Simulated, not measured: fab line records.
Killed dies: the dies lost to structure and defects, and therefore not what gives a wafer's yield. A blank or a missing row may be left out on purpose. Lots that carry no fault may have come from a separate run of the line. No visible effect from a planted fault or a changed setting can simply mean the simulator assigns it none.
fab line records -- flow berkeleyCmos170
[record] lots = 6, wafers = 18, lastDay = 12
route steps=331 shown NLDD@166 SPACER@171 PSD@175
lots that met no fault: from a run of the same line without faults
startH: start of the lot's first displayed wafer, in hours after the record's first day -- waitH: time in hours since the lot's previous step -- " identical to the entry in the row above -- L1.1+2: a single row standing in for several wafers -- - value missing, or start not given -- * or withheld: withheld -- < > ~ a bound
route shown NAME@n: names a module that has steps shown in the file, with the first one's number in the route -- usual: mean/standard deviation of fault-free wafers -- same: alike in all rows -- chamber/n: place in a boat -- sites: per-site readings -- _std_site: standard deviation of those values -- _edge_site: outer sites' mean less inner sites' -- radiusMm: how far each site lies from the wafer's centre -- mask NAME#n: copy n -- behind: the tool/chamber that last shaped the wafer -- hold: reason for holding the lot/hours on hold/outcome of the hold -- device: whichever transistor did not switch (one of n, p or np) -- end of line: the same wafers' tests at the end of the route -- where a step has no rows: the recipe by itself -- killed: the dies lost at the first sort to structure and to defects; this is not the yield of the wafer -- map: per-die view of a wafer (x killed, . not killed, _ where there is no die)
set.NAME: setting as actually run; set.NAME@STEP: the setting as run at that earlier step -- model.NAME: the simulator's own value behind a step, which no gauge read
lots at selected steps of the route; one table per step, one row per wafer
services: when a tool's chamber went out of use (startH, in hours from the record's first day, below 0 if earlier), for how many hours, and the reason
[[steps]]
[step UCB170_NLDD_IMPLANT_08]
[recipe] species = As, doseCm2 = 5e+13, energyKev = 30, tiltDeg = 7, rotationDeg = 0
[step UCB170_NLDD_IMPLANT_09]
[recipe] species = As, doseCm2 = 5e+13, energyKev = 30, tiltDeg = 7, rotationDeg = 180
[step UCB170_NLDD_STRIP_10]
[recipe] chemistry = O2, powerW = 400, pressureMtorr = 3500, platenTempC = withheld, o2FlowSccm = 400, overashFraction = 0.5
[usual] drypumpMotorCurrentA = 5.5/0.39, oesProductAu = 0.735/0.0048, stripTimeToEndpointS = 21.63/0.057
lot.wafer,tool,chamber,startH,waitH,drypumpMotorCurrentA,oesProductAu,rfHoursCounterH,stripTimeToEndpointS
L131.1,plasmaAsher-03,1,152.28,0.1,5.5,0.741,4,21.65
L131.2,plasmaAsher-03,0,152.28,0.1,5.8,0.737,4,21.60
L131.4,plasmaAsher-03,0,152.28,0.1,5.8,0.741,-,21.59
L136.2,plasmaAsher-01,1,179.73,0.1,5.5,0.737,47,21.65
L136.4,plasmaAsher-01,1,179.73,0.1,5.5,0.741,-,21.66
L136.6,plasmaAsher-01,0,179.73,0.1,4.9,0.731,-,21.67
L142.1,plasmaAsher-03,1,202.38,0.1,5.5,0.731,12,21.57
L142.3,plasmaAsher-03,0,202.38,0.1,5.8,0.735,-,21.60
L142.5,plasmaAsher-03,0,202.38,0.1,5.8,0.734,-,21.60
L143.2,plasmaAsher-01,0,202.55,0.1,4.8,0.741,50,21.72
L143.5,plasmaAsher-01,0,202.55,0.1,4.9,0.724,-,21.69
L143.6,plasmaAsher-01,1,202.55,0.1,5.5,0.734,-,21.74
L147.2,plasmaAsher-01,1,229.01,0.1,5.5,0.731,54,21.51
L147.4,plasmaAsher-01,0,229.01,0.1,4.9,0.734,-,21.57
L147.5,plasmaAsher-01,1,229.01,0.1,5.5,0.737,-,21.52
L150.3,plasmaAsher-03,1,252.94,0.1,5.5,0.738,-,21.66
L150.4,plasmaAsher-03,0,252.94,0.1,5.8,0.735,-,21.67
L150.5,plasmaAsher-03,1,252.94,0.1,5.5,0.736,-,21.68
[step UCB170_NLDD_TW_MEAS_11]
[usual] NLDD_TW = 2231/29
lot.wafer,tool,chamber,startH,waitH,NLDD_TW
L131.1,filmMetro-04,-,152.38,0.1,2227
L131.2,filmMetro-04,-,152.38,0.1,2223
L131.4,filmMetro-04,-,152.38,0.1,2216
L136.2,filmMetro-01,-,179.84,0.1,2286
L136.4,filmMetro-01,-,179.84,0.1,2285
L136.6,filmMetro-01,-,179.84,0.1,2268
L142.1,filmMetro-01,-,202.48,0.1,2263
L142.3,filmMetro-01,-,202.48,0.1,2263
L142.5,filmMetro-01,-,202.48,0.1,2261
L143.2,filmMetro-03,-,202.66,0.1,2199
L143.5,filmMetro-03,-,202.66,0.1,2194
L143.6,filmMetro-03,-,202.66,0.1,2202
L147.2,filmMetro-04,-,229.12,0.1,2222
L147.4,filmMetro-04,-,229.12,0.1,2226
L147.5,filmMetro-04,-,229.12,0.1,2222
L150.3,filmMetro-04,-,253.03,0.1,2229
L150.4,filmMetro-04,-,253.03,0.1,2215
L150.5,filmMetro-04,-,253.03,0.1,2229
[step UCB170_NLDD_CLEAN_12]
[recipe] chemistry = SPM, tempC = 120, timeS = 600
[step UCB170_SPACER_CVD_00]
[recipe] material = SiO2, targetThkNm = 376, tempC = 390, precursor = TEOS/O2, timeS = 47, rfW = 550, pressureMtorr = 9000
[usual] heaterPowerW = 289/48
lot.wafer,tool,chamber,startH,waitH,heaterPowerW
L131.1,pecvd-03,0,152.62,0.0,372
L131.2,pecvd-03,1,152.62,0.0,270
L131.4,pecvd-03,0,152.62,0.0,374
L136.2,pecvd-02,0,180.20,0.0,244
L136.4,pecvd-02,1,180.20,0.0,220
L136.6,pecvd-02,2,180.20,0.0,309
L142.1,pecvd-01,0,202.71,0.0,333
L142.3,pecvd-01,1,202.71,0.0,307
L142.5,pecvd-01,2,202.71,0.0,342
L143.2,pecvd-02,2,202.89,0.0,318
L143.5,pecvd-02,1,202.89,0.0,276
L143.6,pecvd-02,0,202.89,0.0,250
L147.2,pecvd-03,0,229.34,0.0,275
L147.4,pecvd-03,1,229.34,0.0,261
L147.5,pecvd-03,0,229.34,0.0,302
L150.3,pecvd-02,1,253.29,0.0,281
L150.4,pecvd-02,2,253.29,0.0,334
L150.5,pecvd-02,0,253.29,0.0,186
[step UCB170_SPACER_THK_MEAS_01]
[recipe] reads = SiO2_of_SPACER_CVD_00
[usual] SPACER_TEOS_THK = 376/6
lot.wafer,tool,chamber,startH,waitH,SPACER_TEOS_THK[nm]
L131.1,filmMetro-01,-,152.66,0.0,365
L131.2,filmMetro-01,-,152.66,0.0,369
L131.4,filmMetro-01,-,152.66,0.0,374
L136.2,filmMetro-02,-,180.25,0.0,365
L136.4,filmMetro-02,-,180.25,0.0,388
L136.6,filmMetro-02,-,180.25,0.0,382
L142.1,filmMetro-04,-,202.75,0.0,377
L142.3,filmMetro-04,-,202.75,0.0,368
L142.5,filmMetro-04,-,202.75,0.0,381
L143.2,filmMetro-01,-,202.94,0.0,375
L143.5,filmMetro-01,-,202.94,0.0,388
L143.6,filmMetro-01,-,202.94,0.0,373
L147.2,filmMetro-02,-,229.40,0.0,374
L147.4,filmMetro-02,-,229.40,0.0,377
L147.5,filmMetro-02,-,229.40,0.0,372
L150.3,filmMetro-02,-,253.36,0.0,371
L150.4,filmMetro-02,-,253.36,0.0,377
L150.5,filmMetro-02,-,253.36,0.0,369
[step UCB170_SPACER_ANNEAL_02]
[recipe] tempC = 900, timeS = 1800, ambient = N2
[step UCB170_SPACER_ETCHBACK_03]
[recipe] stopOn = Si, target = SiO2, chemistry = CHF3/CF4/Ar, CHF3_flow_sccm = 50, cf4FlowSccm = 10, Ar_flow_sccm = 120, pressureMtorr = 200, rfW = 500, targetDepthA = 3760, timeS = 100
[usual] CHF3_flow_sccm = 50.00/0.15, drypumpMotorCurrentA = 5.7/0.31, oesProductAu = 0.904/0.015, throttleValvePct = 6.45/0.14
lot.wafer,tool,chamber,startH,waitH,CHF3_flow_sccm,drypumpMotorCurrentA,oesProductAu,rfHoursCounterH,throttleValvePct
L131.1,rieDiel-02,1,156.77,0.0,49.74,5.8,0.875,101,6.23
L131.2,rieDiel-02,3,156.77,0.0,50.28,5.4,0.900,3,6.66
L131.4,rieDiel-02,2,156.77,0.0,49.86,5.6,0.890,35,6.38
L136.2,rieDiel-02,2,185.12,0.0,50.01,5.6,0.877,37,6.38
L136.4,rieDiel-02,1,185.12,0.0,49.96,5.8,0.923,-,6.26
L136.6,rieDiel-02,2,185.12,0.0,50.14,5.6,0.914,-,6.38
L142.1,rieDiel-04,1,208.99,0.0,49.85,5.7,0.895,30,6.44
L142.3,rieDiel-04,3,208.99,0.0,49.96,5.6,0.885,9,6.65
L142.5,rieDiel-04,3,208.99,0.0,49.77,5.6,0.909,-,6.66
L143.2,rieDiel-03,1,208.99,0.0,50.22,5.7,0.900,124,6.49
L143.5,rieDiel-03,0,208.99,0.0,50.02,6.4,0.916,-,6.63
L143.6,rieDiel-03,3,208.99,0.0,49.84,5.9,0.903,-,6.55
L147.2,rieDiel-02,0,235.89,0.0,49.88,5.2,0.912,84,6.41
L147.4,rieDiel-02,3,235.89,0.0,49.90,5.4,0.919,7,6.65
L147.5,rieDiel-02,1,235.89,0.0,49.89,5.8,0.880,-,6.26
L150.3,rieDiel-04,3,258.60,0.0,50.02,5.7,0.896,12,6.64
L150.4,rieDiel-04,0,258.60,0.0,49.89,5.9,0.893,29,6.27
L150.5,rieDiel-04,1,258.60,0.0,50.32,5.7,0.885,-,6.44
[step UCB170_PSD_HMDS_00]
[recipe] primeTimeS = 60, primeTempC = 100
[step UCB170_PSD_COAT_01]
[recipe] resist = KrF, spinRpm = 1500, resistThkNm = 900
[step UCB170_PSD_SOFTBAKE_02]
[recipe] resist = KrF, tempC = 130, timeS = 60
[step UCB170_PSD_EXPOSE_03]
[recipe] maskId = PSELECT_MOD, na = 0.5, sigmaOuter = 0.6, sourceShape = conventional, targetCdNm = 1200, doseMj = 30
[usual] exposureDoseMJCm2 = 30.002/0.029
[same] na = 0.5
lot.wafer,tool,chamber,startH,waitH,mask,exposureDoseMJCm2
L131.1,krfScanner-02,0,157.88,0.4,PSELECT_MOD#0,30.007
L131.2,krfScanner-02,0,157.88,0.4,PSELECT_MOD#0,30.019
L131.4,krfScanner-02,0,157.88,0.4,PSELECT_MOD#0,30.022
L136.2,krfScanner-02,0,185.78,0.2,PSELECT_MOD#0,26.975
L136.4,krfScanner-02,0,185.78,0.2,PSELECT_MOD#0,26.975
L136.6,krfScanner-02,0,185.78,0.2,PSELECT_MOD#0,26.916
L142.1,krfScanner-02,0,209.73,0.2,PSELECT_MOD#0,27.667
L142.3,krfScanner-02,0,209.73,0.2,PSELECT_MOD#0,27.635
L142.5,krfScanner-02,0,209.73,0.2,PSELECT_MOD#0,27.619
L143.2,krfScanner-01,0,209.99,0.3,PSELECT_MOD#0,29.997
L143.5,krfScanner-01,0,209.99,0.3,PSELECT_MOD#0,30.024
L143.6,krfScanner-01,0,209.99,0.3,PSELECT_MOD#0,30.007
L147.2,krfScanner-01,0,236.68,0.4,PSELECT_MOD#0,29.975
L147.4,krfScanner-01,0,236.68,0.4,PSELECT_MOD#0,30.003
L147.5,krfScanner-01,0,236.68,0.4,PSELECT_MOD#0,30.036
L150.3,krfScanner-01,0,259.16,0.1,PSELECT_MOD#0,29.984
L150.4,krfScanner-01,0,259.16,0.1,PSELECT_MOD#0,29.983
L150.5,krfScanner-01,0,259.16,0.1,PSELECT_MOD#0,29.986
[step UCB170_PSD_PEB_04]
[recipe] pebTempC = 130, pebTimeS = withheld, resist = KrF
[step UCB170_PSD_DEVELOP_05]
[recipe] developer = TMAH, developTimeS = 45, resist = KrF, devTempC = 21
[step UCB170_PSD_CD_MEAS_06]
[recipe] targetCdNm = 1200
[usual] cdNm = 1199.9/1.3
lot.wafer,tool,chamber,startH,waitH,cdNm
L131.1,cdSem-01,-,158.35,-,1198.4
L131.2,cdSem-01,-,158.35,-,1199.0
L131.4,cdSem-01,-,158.35,-,1198.2
L136.2,cdSem-02,-,186.17,-,1182.5
L136.4,cdSem-02,-,186.17,-,1182.0
L136.6,cdSem-02,-,186.17,-,1182.1
L142.1,cdSem-01,-,210.12,-,1184.9
L142.3,cdSem-01,-,210.12,-,1184.6
L142.5,cdSem-01,-,210.12,-,1184.5
L143.2,cdSem-01,-,210.38,-,1197.9
L143.5,cdSem-01,-,210.38,-,1198.2
L143.6,cdSem-01,-,210.38,-,1198.6
L147.2,cdSem-02,-,237.16,-,1200.2
L147.4,cdSem-02,-,237.16,-,1200.2
L147.5,cdSem-02,-,237.16,-,1201.2
L150.3,cdSem-02,-,259.55,-,1200.3
L150.4,cdSem-02,-,259.55,-,1199.2
L150.5,cdSem-02,-,259.55,-,1200.0
[step UCB170_PSD_OVL_MEAS_07]
[usual] PSD_OVL = 0/6.8
lot.wafer,tool,chamber,startH,waitH,PSD_OVL[nm]
L131.1,overlay-02,-,158.47,0.1,-5
L131.2,overlay-02,-,158.47,0.1,-5
L131.4,overlay-02,-,158.47,0.1,-2
L136.2,overlay-02,-,186.28,0.1,-4
L136.4,overlay-02,-,186.28,0.1,-3
L136.6,overlay-02,-,186.28,0.1,-8
L142.1,overlay-01,-,210.24,0.1,-4
L142.3,overlay-01,-,210.24,0.1,-5
L142.5,overlay-01,-,210.24,0.1,1
L143.2,overlay-02,-,210.49,0.1,5
L143.5,overlay-02,-,210.49,0.1,7
L143.6,overlay-02,-,210.49,0.1,5
L147.2,overlay-01,-,237.27,0.1,-10
L147.4,overlay-01,-,237.27,0.1,-4
L147.5,overlay-01,-,237.27,0.1,5
L150.3,overlay-02,-,259.64,0.1,-9
L150.4,overlay-02,-,259.64,0.1,0
L150.5,overlay-02,-,259.64,0.1,-9
[[services]]
tool,chamber,startH,hours,kind
krfScanner-02,-,135.46,3.0,repair
pecvd-01,-,135.50,14.0,pm
krfScanner-01,-,146.69,0.6,repair
rieDiel-03,1,153.53,7.9,repair
rieDiel-03,2,161.19,4.4,repair
krfScanner-01,-,175.04,1.3,pm
rieDiel-03,0,177.68,6.7,repair
rieDiel-02,0,184.24,3.6,repair
krfScanner-02,-,186.02,1.2,repair
rieDiel-02,1,186.46,15.6,repair
krfScanner-02,-,199.91,0.8,pm
pecvd-03,-,203.30,0.6,repair
rieDiel-03,-,208.42,0.4,repair
pecvd-03,-,209.23,6.0,pm
pecvd-02,2,230.06,20.3,repair
pecvd-03,-,242.50,14.0,pm
pecvd-03,0,242.50,14.0,ventCycle
pecvd-03,1,242.50,14.0,ventCycle
plasmaAsher-03,-,244.28,0.7,repair
rieDiel-03,-,247.09,2.8,pm
rieDiel-04,0,247.51,1.5,repair
krfScanner-02,-,248.78,1.3,pm
krfScanner-02,-,257.42,1.0,pm
krfScanner-02,-,258.51,3.6,pm
[[key]]
[firstSign] step = UCB170_PSD_EXPOSE_03, reading = exposureDoseMJCm2, direction = down, sigmas = 94, usual = 30.002, struck = 27.298
[effect] step = UCB170_PSD_CD_MEAS_06, reading = cdNm, direction = down, sigmas = 12, usual = 1199.9, struck = 1183.4, through = controlLoop
metAt UCB170_PSD_EXPOSE_03
struckWafers L136.2,L136.4,L136.6,L142.1,L142.3,L142.5
sortLeftOut L142.1,L142.3,L142.5
testerLeftOut L136,L142
[loopTrim] step = UCB170_PSD_EXPOSE_03, setting = dose, lots = L142
onsetBetween 157.88 185.78
[fault] kind = processParameterDrift, tool = krfScanner-02, chamber = -, onsetH = 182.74, steps = UCB170_PSD_EXPOSE_03, channel = doseMj, offset = -2.9933, shape = step, actsIn = theseRecipesOnly, stated = 30
// testerLeftOut: of these lots the tester's yield and bins aren't shown, on N5 and GAA mostly nor the transistor test; their killed dies are dies lost to structure and defects alone, not to doping, threshold or leakage, so they don't give the yield
// sortLeftOut: the simulated sort isn't trusted on such a fault, so these wafers' sort isn't shown, and their yield isn't known
// loopTrim: a control loop set the setting to another value than it would have without faults
